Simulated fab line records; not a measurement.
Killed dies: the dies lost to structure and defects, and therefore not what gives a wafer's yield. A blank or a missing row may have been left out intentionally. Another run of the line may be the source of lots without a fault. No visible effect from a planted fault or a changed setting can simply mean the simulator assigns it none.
Code-filled problem report in 8D (eight disciplines) form :: flow berkeley_cmos170 :: the parts of the form that need people (team, actions taken, sign-off) are left out

1. WHAT IS WRONG
V1_TEOS_THK at UCB170_V1_THK_MEAS_01 reads a mean of 1444 nm on 1 wafer of 1 lot; wafers without a fault read 2007 nm with a standard deviation of 20. That is -28 standard deviations from the usual mean.
Seen first at day 10 04:14 on film_metro-02, wafer L740.6. Wafers with a number at this step in the record: 39, from 13 lots. Rule for "out" (also "out of limits"): further than 4 standard deviations from the usual mean. All remaining wafers that have a number are taken as sound.

2. WHAT IT IS; WHAT IT IS NOT
question: which readings at this step
is: V1_TEOS_THK
is not: -

question: which lots
is: L740
is not: L727, L728, L729, L730, L731, L732, L735, L742, L743, L746, L748, L749

question: which wafers of those lots
is: L740.6
is not: L740.1, L740.3

question: read on which gauges
is: film_metro-02
is not: film_metro-01, film_metro-04

question: when
is: from day 10 04:14
is not: up to then (23 sound wafers); but 15 sound wafers of L742, L743, L746, L748, L749 came after

3. SUSPECTS, AND WHAT RULES EACH OUT
Counting: a tool at a process step up to the reading stays a suspect if it ran every lot that is out. Sound lots after the first of them don't rule it out here, since some wafers of a struck lot are sound.
- ruled out: the gauge at UCB170_V1_THK_MEAS_01. All the wafers that are out were read on film_metro-02, but those of them that UCB170_V1_CVD_00 has rows for are out there too, on other tools.
- pecvd-02 at UCB170_V1_CVD_00 (deposits SiO2 from TEOS/O2, target thk 2000 nm, time 250 s): kept. L740, the lot that is out, went through it at day 10 04:01; up to then, the latest sound lot through it was L728 at day 8 20:49. Out on those wafers are its own readings of run_length_s.
- In pecvd-02 at UCB170_V1_CVD_00, the wafers that are out were processed in chamber 0 and their sound lot-mates in chambers 1, 2.
The count leaves pecvd-02 at UCB170_V1_CVD_00.

4. THE CAUSE (what the simulator had put in)
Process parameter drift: pecvd-02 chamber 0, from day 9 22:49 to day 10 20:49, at UCB170_V1_CVD_00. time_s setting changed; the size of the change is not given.
Only this tool survived the counting.

5. THE CHAIN OF EFFECTS, in route order
Each row: a reading whose mean over the struck wafers that have a number lies more than 3 standard deviations from the usual. Readings are gone through only where the record gives a usual standard deviation; hours: the median, over the lots, of the time from a lot's start at the first step in this table giving one to that lot's start at this step; sigmas: the change measured in usual standard deviations.
hours: 0
step: UCB170_V1_CVD_00
reading: run_length_s
usual: 277.8 s
on struck wafers: 206.6
change: -71.2
sigmas: -99 or more

hours: 0
step: UCB170_V1_THK_MEAS_01
reading: V1_TEOS_THK
usual: 2007 nm
on struck wafers: 1444
change: -563
sigmas: -28
It contains these process steps:
- UCB170_V1_CVD_00: deposits SiO2 from TEOS/O2, target thk 2000 nm, time 250 s.

6. HOW IT WOULD HAVE BEEN CAUGHT EARLIER
The first out-of-limits reading at a measuring or inspecting step in this record came at day 10 04:14, 5 hours after the fault's start at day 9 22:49.
The tool's own readings at UCB170_V1_CVD_00 were out on every struck wafer that the step has a row for (run_length_s): an alarm limit on them would have fired on the first of those.
Lots out: 1; all had begun UCB170_V1_CVD_00 on pecvd-02 by day 10 04:14. None of them would have been spared by holding the tool at that moment.
